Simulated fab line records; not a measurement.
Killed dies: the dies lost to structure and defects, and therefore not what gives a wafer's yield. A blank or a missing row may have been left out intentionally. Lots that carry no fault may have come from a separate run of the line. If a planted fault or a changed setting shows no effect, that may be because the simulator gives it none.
fab line records / flow berkeleyCmos170
record lots=6 wafers=18 lastDay=12
route steps=331 shown ACTIVE@70 PFIELD@79
lots that met no fault: from a run of the same line without faults
startH: hours from the record's first day to the start of the lot's first wafer shown / waitH: hours since the lot's step before / " unchanged from the row above / L1.1+2: a row that stands for several wafers / - value missing, or start not given / * or withheld: withheld / < > ~ a bound
route shown NAME@n: a module of which the file shows steps, and the number in the route of the first / usual: the fault-free wafers' mean and standard deviation / same: alike in all rows / chamber/n: place in a boat / sites: each site's reading / _std_site: the values' standard deviation / _edge_site: mean of outer sites minus mean of inner sites / radiusMm: for every site, how far away it sits from the centre of the wafer / mask NAME#n: copy n / behind: tool/chamber where the wafer was last shaped / hold: why the lot was held/for how many hours/how that ended / device: transistor that didn't switch, given as n, p or np / end of line: the route-end tests of the same wafers / a step given without rows: its recipe and nothing more / killed: not the wafer's yield, but the dies lost to structure and defects at the first sort / map: a wafer's dies, x killed, . not, _ none there
set.NAME: the setting that was run; set.NAME@STEP: the one run at that earlier step / model.NAME: the simulator's own value behind a step, which no gauge read
lots at selected steps of the route; one table per step, one row per wafer
services: the hour from which a tool's chamber was out of use, counted from the record's first day as startH (under 0 if before that day), plus the number of hours and why
## steps
# step UCB170_ACTIVE_EXPOSE_10
# recipe maskId=ACTIVE targetCdNm=1200 na=0.5 sigmaOuter=0.6 sourceShape=conventional doseMj=20
# step UCB170_ACTIVE_PEB_11
# recipe pebTempC=130 pebTimeS=withheld resist=KrF
# step UCB170_ACTIVE_DEVELOP_12
# recipe developer=TMAH developTimeS=45 resist=KrF devTempC=21
# step UCB170_ACTIVE_CD_MEAS_13
# recipe targetCdNm=1200
# usual cdNm=1200.0/1.5
lot.wafer=L462.1 tool=cdSem-01 chamber=- startH=107.50 waitH=- cdNm=1196.8
lot.wafer=L462.3 tool=cdSem-01 chamber=- startH=107.50 waitH=- cdNm=1197.3
lot.wafer=L462.4 tool=cdSem-01 chamber=- startH=107.50 waitH=- cdNm=1200.8
lot.wafer=L463.2 tool=cdSem-02 chamber=- startH=114.03 waitH=- cdNm=1200.9
lot.wafer=L463.3 tool=cdSem-02 chamber=- startH=114.03 waitH=- cdNm=1200.1
lot.wafer=L463.5 tool=cdSem-02 chamber=- startH=114.03 waitH=- cdNm=1199.7
lot.wafer=L466.2 tool=cdSem-02 chamber=- startH=134.40 waitH=- cdNm=1198.0
lot.wafer=L466.3 tool=cdSem-02 chamber=- startH=134.40 waitH=- cdNm=1199.0
lot.wafer=L466.5 tool=cdSem-02 chamber=- startH=134.40 waitH=- cdNm=1198.5
lot.wafer=L467.2 tool=cdSem-01 chamber=- startH=134.40 waitH=- cdNm=1198.4
lot.wafer=L467.4 tool=cdSem-01 chamber=- startH=134.40 waitH=- cdNm=1196.5
lot.wafer=L467.5 tool=cdSem-01 chamber=- startH=134.40 waitH=- cdNm=1196.7
lot.wafer=L473.3 tool=cdSem-02 chamber=- startH=166.09 waitH=- cdNm=1200.7
lot.wafer=L473.5 tool=cdSem-02 chamber=- startH=166.09 waitH=- cdNm=1199.8
lot.wafer=L473.6 tool=cdSem-02 chamber=- startH=166.09 waitH=- cdNm=1199.1
lot.wafer=L479.1 tool=cdSem-01 chamber=- startH=193.25 waitH=- cdNm=1202.4
lot.wafer=L479.2 tool=cdSem-01 chamber=- startH=193.25 waitH=- cdNm=1201.6
lot.wafer=L479.6 tool=cdSem-01 chamber=- startH=193.25 waitH=- cdNm=1201.7
# step UCB170_ACTIVE_OVL_MEAS_14
# usual ACTIVE_OVL=-2/5.5
lot.wafer=L462.1 tool=overlay-02 chamber=- startH=107.62 waitH=0.1 ACTIVE_OVL[nm]=-16
lot.wafer=L462.3 tool=overlay-02 chamber=- startH=107.62 waitH=0.1 ACTIVE_OVL[nm]=-14
lot.wafer=L462.4 tool=overlay-02 chamber=- startH=107.62 waitH=0.1 ACTIVE_OVL[nm]=-7
lot.wafer=L463.2 tool=overlay-01 chamber=- startH=114.14 waitH=0.1 ACTIVE_OVL[nm]=-8
lot.wafer=L463.3 tool=overlay-01 chamber=- startH=114.14 waitH=0.1 ACTIVE_OVL[nm]=-4
lot.wafer=L463.5 tool=overlay-01 chamber=- startH=114.14 waitH=0.1 ACTIVE_OVL[nm]=-3
lot.wafer=L466.2 tool=overlay-02 chamber=- startH=134.51 waitH=0.1 ACTIVE_OVL[nm]=-9
lot.wafer=L466.3 tool=overlay-02 chamber=- startH=134.51 waitH=0.1 ACTIVE_OVL[nm]=0
lot.wafer=L466.5 tool=overlay-02 chamber=- startH=134.51 waitH=0.1 ACTIVE_OVL[nm]=4
lot.wafer=L467.2 tool=overlay-01 chamber=- startH=134.51 waitH=0.1 ACTIVE_OVL[nm]=-7
lot.wafer=L467.4 tool=overlay-01 chamber=- startH=134.51 waitH=0.1 ACTIVE_OVL[nm]=-7
lot.wafer=L467.5 tool=overlay-01 chamber=- startH=134.51 waitH=0.1 ACTIVE_OVL[nm]=-3
lot.wafer=L473.3 tool=overlay-02 chamber=- startH=166.18 waitH=0.1 ACTIVE_OVL[nm]=-2
lot.wafer=L473.5 tool=overlay-02 chamber=- startH=166.18 waitH=0.1 ACTIVE_OVL[nm]=-3
lot.wafer=L473.6 tool=overlay-02 chamber=- startH=166.18 waitH=0.1 ACTIVE_OVL[nm]=5
lot.wafer=L479.1 tool=overlay-02 chamber=- startH=193.37 waitH=0.1 ACTIVE_OVL[nm]=-1
lot.wafer=L479.2 tool=overlay-02 chamber=- startH=193.37 waitH=0.1 ACTIVE_OVL[nm]=0
lot.wafer=L479.6 tool=overlay-02 chamber=- startH=193.37 waitH=0.1 ACTIVE_OVL[nm]=-4
# step UCB170_ACTIVE_ETCH_15
# recipe chemistry=CH3F/Ar/O2 target=Si3N4 stopOn=SiO2 CH3F_flow_sccm=20 Ar_flow_sccm=50 O2_flow_sccm=7 pressureMtorr=50 rfW=450 targetDepthA=2420 overEtchFrac=0.1 timeS=151
# usual drypumpMotorCurrentA=5.8/0.34 oesProductAu=0.940/0.013 throttleValvePct=8.01/0.13
lot.wafer=L462.1 tool=rieDiel-04 chamber=2 startH=107.66 waitH=0.0 drypumpMotorCurrentA=6.0 oesProductAu=0.944 rfHoursCounterH=18 throttleValvePct=7.90
lot.wafer=L462.3 tool=rieDiel-04 chamber=1 startH=107.66 waitH=0.0 drypumpMotorCurrentA=5.6 oesProductAu=0.936 rfHoursCounterH=1 throttleValvePct=7.94
lot.wafer=L462.4 tool=rieDiel-04 chamber=2 startH=107.66 waitH=0.0 drypumpMotorCurrentA=6.0 oesProductAu=0.947 rfHoursCounterH=- throttleValvePct=7.90
lot.wafer=L463.2 tool=rieDiel-03 chamber=2 startH=114.17 waitH=0.0 drypumpMotorCurrentA=6.0 oesProductAu=0.915 rfHoursCounterH=103 throttleValvePct=7.81
lot.wafer=L463.3 tool=rieDiel-03 chamber=0 startH=114.17 waitH=0.0 drypumpMotorCurrentA=5.5 oesProductAu=0.932 rfHoursCounterH=30 throttleValvePct=8.15
lot.wafer=L463.5 tool=rieDiel-03 chamber=1 startH=114.17 waitH=0.0 drypumpMotorCurrentA=5.5 oesProductAu=0.917 rfHoursCounterH=- throttleValvePct=8.18
lot.wafer=L466.2 tool=rieDiel-04 chamber=1 startH=134.54 waitH=0.0 drypumpMotorCurrentA=5.6 oesProductAu=0.945 rfHoursCounterH=3 throttleValvePct=7.94
lot.wafer=L466.3 tool=rieDiel-04 chamber=0 startH=134.54 waitH=0.0 drypumpMotorCurrentA=6.3 oesProductAu=0.939 rfHoursCounterH=13 throttleValvePct=8.02
lot.wafer=L466.5 tool=rieDiel-04 chamber=2 startH=134.54 waitH=0.0 drypumpMotorCurrentA=6.0 oesProductAu=0.946 rfHoursCounterH=- throttleValvePct=7.90
lot.wafer=L467.2 tool=rieDiel-02 chamber=0 startH=134.54 waitH=0.0 drypumpMotorCurrentA=6.0 oesProductAu=0.945 rfHoursCounterH=3 throttleValvePct=8.14
lot.wafer=L467.4 tool=rieDiel-02 chamber=3 startH=134.54 waitH=0.0 drypumpMotorCurrentA=6.3 oesProductAu=0.941 rfHoursCounterH=30 throttleValvePct=8.06
lot.wafer=L467.5 tool=rieDiel-02 chamber=1 startH=134.54 waitH=0.0 drypumpMotorCurrentA=5.5 oesProductAu=0.960 rfHoursCounterH=- throttleValvePct=8.17
lot.wafer=L473.3 tool=rieDiel-02 chamber=2 startH=166.20 waitH=0.0 drypumpMotorCurrentA=5.5 oesProductAu=0.943 rfHoursCounterH=137 throttleValvePct=7.92
lot.wafer=L473.5 tool=rieDiel-02 chamber=0 startH=166.20 waitH=0.0 drypumpMotorCurrentA=6.0 oesProductAu=0.939 rfHoursCounterH=- throttleValvePct=8.16
lot.wafer=L473.6 tool=rieDiel-02 chamber=1 startH=166.20 waitH=0.0 drypumpMotorCurrentA=5.5 oesProductAu=0.960 rfHoursCounterH=- throttleValvePct=8.17
lot.wafer=L479.1 tool=rieDiel-04 chamber=0 startH=193.40 waitH=0.0 drypumpMotorCurrentA=6.3 oesProductAu=0.951 rfHoursCounterH=16 throttleValvePct=8.04
lot.wafer=L479.2 tool=rieDiel-04 chamber=2 startH=193.40 waitH=0.0 drypumpMotorCurrentA=6.0 oesProductAu=0.963 rfHoursCounterH=22 throttleValvePct=7.90
lot.wafer=L479.6 tool=rieDiel-04 chamber=3 startH=193.40 waitH=0.0 drypumpMotorCurrentA=5.6 oesProductAu=0.958 rfHoursCounterH=- throttleValvePct=7.86
# step UCB170_ACTIVE_STRIP_16
# recipe chemistry=O2 powerW=400 pressureMtorr=3500 platenTempC=withheld o2FlowSccm=400 overashFraction=0.5
# usual drypumpMotorCurrentA=5.9/0.56 oesProductAu=0.721/0.0043 stripTimeToEndpointS=18.13/0.086
lot.wafer=L462.1 tool=plasmaAsher-02 chamber=1 startH=107.76 waitH=0.1 drypumpMotorCurrentA=6.1 oesProductAu=0.717 rfHoursCounterH=31 stripTimeToEndpointS=18.07
lot.wafer=L462.3 tool=plasmaAsher-02 chamber=1 startH=107.76 waitH=0.1 drypumpMotorCurrentA=6.1 oesProductAu=0.720 rfHoursCounterH=- stripTimeToEndpointS=18.10
lot.wafer=L462.4 tool=plasmaAsher-02 chamber=0 startH=107.76 waitH=0.1 drypumpMotorCurrentA=6.1 oesProductAu=0.721 rfHoursCounterH=- stripTimeToEndpointS=18.14
lot.wafer=L463.2 tool=plasmaAsher-02 chamber=0 startH=114.27 waitH=0.1 drypumpMotorCurrentA=6.0 oesProductAu=0.724 rfHoursCounterH=32 stripTimeToEndpointS=18.08
lot.wafer=L463.3 tool=plasmaAsher-02 chamber=1 startH=114.27 waitH=0.1 drypumpMotorCurrentA=6.1 oesProductAu=0.725 rfHoursCounterH=- stripTimeToEndpointS=18.19
lot.wafer=L463.5 tool=plasmaAsher-02 chamber=1 startH=114.27 waitH=0.1 drypumpMotorCurrentA=6.1 oesProductAu=0.716 rfHoursCounterH=- stripTimeToEndpointS=18.13
lot.wafer=L466.2 tool=plasmaAsher-02 chamber=1 startH=134.64 waitH=0.1 drypumpMotorCurrentA=6.1 oesProductAu=0.720 rfHoursCounterH=35 stripTimeToEndpointS=18.21
lot.wafer=L466.3 tool=plasmaAsher-02 chamber=1 startH=134.64 waitH=0.1 drypumpMotorCurrentA=6.1 oesProductAu=0.720 rfHoursCounterH=- stripTimeToEndpointS=18.23
lot.wafer=L466.5 tool=plasmaAsher-02 chamber=0 startH=134.64 waitH=0.1 drypumpMotorCurrentA=6.0 oesProductAu=0.727 rfHoursCounterH=- stripTimeToEndpointS=18.29
lot.wafer=L467.2 tool=plasmaAsher-04 chamber=0 startH=134.64 waitH=0.1 drypumpMotorCurrentA=6.7 oesProductAu=0.715 rfHoursCounterH=44 stripTimeToEndpointS=18.11
lot.wafer=L467.4 tool=plasmaAsher-04 chamber=1 startH=134.64 waitH=0.1 drypumpMotorCurrentA=5.7 oesProductAu=0.719 rfHoursCounterH=- stripTimeToEndpointS=18.04
lot.wafer=L467.5 tool=plasmaAsher-04 chamber=0 startH=134.64 waitH=0.1 drypumpMotorCurrentA=6.7 oesProductAu=0.720 rfHoursCounterH=- stripTimeToEndpointS=18.15
lot.wafer=L473.3 tool=plasmaAsher-04 chamber=0 startH=166.34 waitH=0.1 drypumpMotorCurrentA=6.7 oesProductAu=0.721 rfHoursCounterH=- stripTimeToEndpointS=18.12
lot.wafer=L473.5 tool=plasmaAsher-04 chamber=0 startH=166.34 waitH=0.1 drypumpMotorCurrentA=6.6 oesProductAu=0.716 rfHoursCounterH=- stripTimeToEndpointS=18.11
lot.wafer=L473.6 tool=plasmaAsher-04 chamber=1 startH=166.34 waitH=0.1 drypumpMotorCurrentA=5.7 oesProductAu=0.718 rfHoursCounterH=- stripTimeToEndpointS=18.21
lot.wafer=L479.1 tool=plasmaAsher-03 chamber=0 startH=193.50 waitH=0.1 drypumpMotorCurrentA=6.0 oesProductAu=0.721 rfHoursCounterH=5 stripTimeToEndpointS=18.14
lot.wafer=L479.2 tool=plasmaAsher-03 chamber=1 startH=193.50 waitH=0.1 drypumpMotorCurrentA=4.9 oesProductAu=0.717 rfHoursCounterH=5 stripTimeToEndpointS=18.19
lot.wafer=L479.6 tool=plasmaAsher-03 chamber=1 startH=193.50 waitH=0.1 drypumpMotorCurrentA=4.9 oesProductAu=0.725 rfHoursCounterH=- stripTimeToEndpointS=18.28
# step UCB170_ACTIVE_CD_MEAS_90
# recipe targetCdNm=1200
# usual cdNm=1199.9/1.5
lot.wafer=L462.1 tool=cdSem-01 chamber=- startH=107.86 waitH=0.1 cdNm=1196.8
lot.wafer=L462.3 tool=cdSem-01 chamber=- startH=107.86 waitH=0.1 cdNm=1197.7
lot.wafer=L462.4 tool=cdSem-01 chamber=- startH=107.86 waitH=0.1 cdNm=1200.5
lot.wafer=L463.2 tool=cdSem-02 chamber=- startH=114.40 waitH=0.1 cdNm=1201.0
lot.wafer=L463.3 tool=cdSem-02 chamber=- startH=114.40 waitH=0.1 cdNm=1200.0
lot.wafer=L463.5 tool=cdSem-02 chamber=- startH=114.40 waitH=0.1 cdNm=1199.7
lot.wafer=L466.2 tool=cdSem-01 chamber=- startH=134.76 waitH=0.1 cdNm=1198.2
lot.wafer=L466.3 tool=cdSem-01 chamber=- startH=134.76 waitH=0.1 cdNm=1199.0
lot.wafer=L466.5 tool=cdSem-01 chamber=- startH=134.76 waitH=0.1 cdNm=1199.0
lot.wafer=L467.2 tool=cdSem-02 chamber=- startH=134.76 waitH=0.1 cdNm=1197.8
lot.wafer=L467.4 tool=cdSem-02 chamber=- startH=134.76 waitH=0.1 cdNm=1196.6
lot.wafer=L467.5 tool=cdSem-02 chamber=- startH=134.76 waitH=0.1 cdNm=1197.1
lot.wafer=L473.3 tool=cdSem-02 chamber=- startH=166.44 waitH=0.1 cdNm=1200.3
lot.wafer=L473.5 tool=cdSem-02 chamber=- startH=166.44 waitH=0.1 cdNm=1199.6
lot.wafer=L473.6 tool=cdSem-02 chamber=- startH=166.44 waitH=0.1 cdNm=1198.9
lot.wafer=L479.1 tool=cdSem-01 chamber=- startH=193.60 waitH=0.1 cdNm=1201.9
lot.wafer=L479.2 tool=cdSem-01 chamber=- startH=193.60 waitH=0.1 cdNm=1201.5
lot.wafer=L479.6 tool=cdSem-01 chamber=- startH=193.60 waitH=0.1 cdNm=1201.7
# step UCB170_ACTIVE_CLEAN_17
# recipe chemistry=SPM tempC=120 timeS=600
# step UCB170_PFIELD_HMDS_00
# recipe primeTimeS=60 primeTempC=100
# step UCB170_PFIELD_COAT_01
# recipe resist=KrF spinRpm=1500 resistThkNm=900
# step UCB170_PFIELD_SOFTBAKE_02
# recipe resist=KrF tempC=130 timeS=60
# step UCB170_PFIELD_EXPOSE_03
# recipe maskId=PFIELD na=0.5 sigmaOuter=0.6 sourceShape=conventional targetCdNm=1500 doseMj=30
# usual exposureDoseMJCm2=30.00/0.031 focusOffsetNm=0.0/0.53
lot.wafer=L462.1 tool=krfScanner-02 chamber=0 startH=109.44 waitH=0.4 mask=PFIELD#0 exposureDoseMJCm2=30.02 focusOffsetNm=-0.5
lot.wafer=L462.3 tool=krfScanner-02 chamber=0 startH=109.44 waitH=0.4 mask=PFIELD#0 exposureDoseMJCm2=29.98 focusOffsetNm=1.5
lot.wafer=L462.4 tool=krfScanner-02 chamber=0 startH=109.44 waitH=0.4 mask=PFIELD#0 exposureDoseMJCm2=30.01 focusOffsetNm=0.4
lot.wafer=L463.2 tool=krfScanner-01 chamber=0 startH=115.47 waitH=0.2 mask=PFIELD#0 exposureDoseMJCm2=30.02 focusOffsetNm=0.0
lot.wafer=L463.3 tool=krfScanner-01 chamber=0 startH=115.47 waitH=0.2 mask=PFIELD#0 exposureDoseMJCm2=30.01 focusOffsetNm=-0.2
lot.wafer=L463.5 tool=krfScanner-01 chamber=0 startH=115.47 waitH=0.2 mask=PFIELD#0 exposureDoseMJCm2=30.02 focusOffsetNm=-0.2
lot.wafer=L466.2 tool=krfScanner-01 chamber=- startH=136.33 waitH=0.2 mask=PFIELD#0 exposureDoseMJCm2=- focusOffsetNm=-
lot.wafer=L466.3 tool=krfScanner-01 chamber=- startH=136.33 waitH=0.2 mask=PFIELD#0 exposureDoseMJCm2=- focusOffsetNm=-
lot.wafer=L466.5 tool=krfScanner-01 chamber=- startH=136.33 waitH=0.2 mask=PFIELD#0 exposureDoseMJCm2=- focusOffsetNm=-
lot.wafer=L467.2 tool=krfScanner-01 chamber=- startH=136.62 waitH=0.1 mask=PFIELD#0 exposureDoseMJCm2=- focusOffsetNm=-
lot.wafer=L467.4 tool=krfScanner-01 chamber=- startH=136.62 waitH=0.1 mask=PFIELD#0 exposureDoseMJCm2=- focusOffsetNm=-
lot.wafer=L467.5 tool=krfScanner-01 chamber=- startH=136.62 waitH=0.1 mask=PFIELD#0 exposureDoseMJCm2=- focusOffsetNm=-
lot.wafer=L473.3 tool=krfScanner-02 chamber=0 startH=167.20 waitH=0.1 mask=PFIELD#0 exposureDoseMJCm2=30.02 focusOffsetNm=0.6
lot.wafer=L473.5 tool=krfScanner-02 chamber=0 startH=167.20 waitH=0.1 mask=PFIELD#0 exposureDoseMJCm2=30.03 focusOffsetNm=0.5
lot.wafer=L473.6 tool=krfScanner-02 chamber=0 startH=167.20 waitH=0.1 mask=PFIELD#0 exposureDoseMJCm2=30.00 focusOffsetNm=0.8
lot.wafer=L479.1 tool=krfScanner-02 chamber=0 startH=194.47 waitH=0.2 mask=PFIELD#0 exposureDoseMJCm2=30.01 focusOffsetNm=0.1
lot.wafer=L479.2 tool=krfScanner-02 chamber=0 startH=194.47 waitH=0.2 mask=PFIELD#0 exposureDoseMJCm2=30.04 focusOffsetNm=0.4
lot.wafer=L479.6 tool=krfScanner-02 chamber=0 startH=194.47 waitH=0.2 mask=PFIELD#0 exposureDoseMJCm2=30.01 focusOffsetNm=-0.4
# step UCB170_PFIELD_PEB_04
# recipe pebTempC=130 pebTimeS=withheld resist=KrF
## services
tool=rieDiel-04 chamber=3 startH=92.01 hours=- kind=clean
tool=rieDiel-04 chamber=3 startH=92.01 hours=27.1 kind=scheduledDown
tool=rieDiel-04 chamber=3 startH=92.01 hours=27.1 kind=ventCycle
tool=rieDiel-03 chamber=3 startH=98.54 hours=13.0 kind=repair
tool=plasmaAsher-03 chamber=- startH=108.75 hours=9.0 kind=pm
tool=plasmaAsher-03 chamber=0 startH=108.75 hours=9.0 kind=ventCycle
tool=plasmaAsher-03 chamber=1 startH=108.75 hours=9.0 kind=ventCycle
tool=krfScanner-01 chamber=- startH=117.34 hours=1.3 kind=pm
tool=plasmaAsher-03 chamber=0 startH=117.75 hours=- kind=clean
tool=plasmaAsher-03 chamber=1 startH=117.75 hours=- kind=clean
tool=plasmaAsher-03 chamber=- startH=126.91 hours=15.6 kind=pm
tool=krfScanner-02 chamber=- startH=128.44 hours=5.9 kind=repair
tool=rieDiel-04 chamber=- startH=133.30 hours=1.1 kind=repair
tool=krfScanner-02 chamber=- startH=154.96 hours=1.0 kind=pm
tool=plasmaAsher-02 chamber=- startH=157.02 hours=1.9 kind=repair
tool=plasmaAsher-02 chamber=- startH=157.98 hours=4.2 kind=repair
tool=rieDiel-04 chamber=2 startH=159.62 hours=23.3 kind=repair
tool=rieDiel-03 chamber=0 startH=162.65 hours=1.4 kind=repair
tool=rieDiel-04 chamber=1 startH=172.90 hours=39.9 kind=repair
tool=krfScanner-01 chamber=- startH=174.40 hours=3.4 kind=repair
tool=krfScanner-02 chamber=- startH=182.44 hours=1.3 kind=pm
## key
firstSign step=UCB170_PFIELD_EXPOSE_03 reading=toolRecord direction=missing
effect none on later readings
metAt UCB170_PFIELD_EXPOSE_03
struckWafers L466.2,L466.3,L466.5,L467.2,L467.4,L467.5
sortLeftOut L466.2,L466.3,L466.5,L467.2,L467.4,L467.5
testerLeftOut L466,L467
onsetBetween 115.47 136.33
fault kind=skippedStepWhole tool=krfScanner-01 chamber=- onsetH=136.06 steps=UCB170_PFIELD_EXPOSE_03 scope=struckLotsOnly
# testerLeftOut: of these lots the tester's yield and bins aren't shown, on N5 and GAA mostly nor the transistor test; their killed dies are dies lost to structure and defects alone, not to doping, threshold or leakage, so they don't give the yield
# sortLeftOut: the simulated sort isn't trusted on such a fault, so these wafers' sort isn't shown, and their yield isn't known
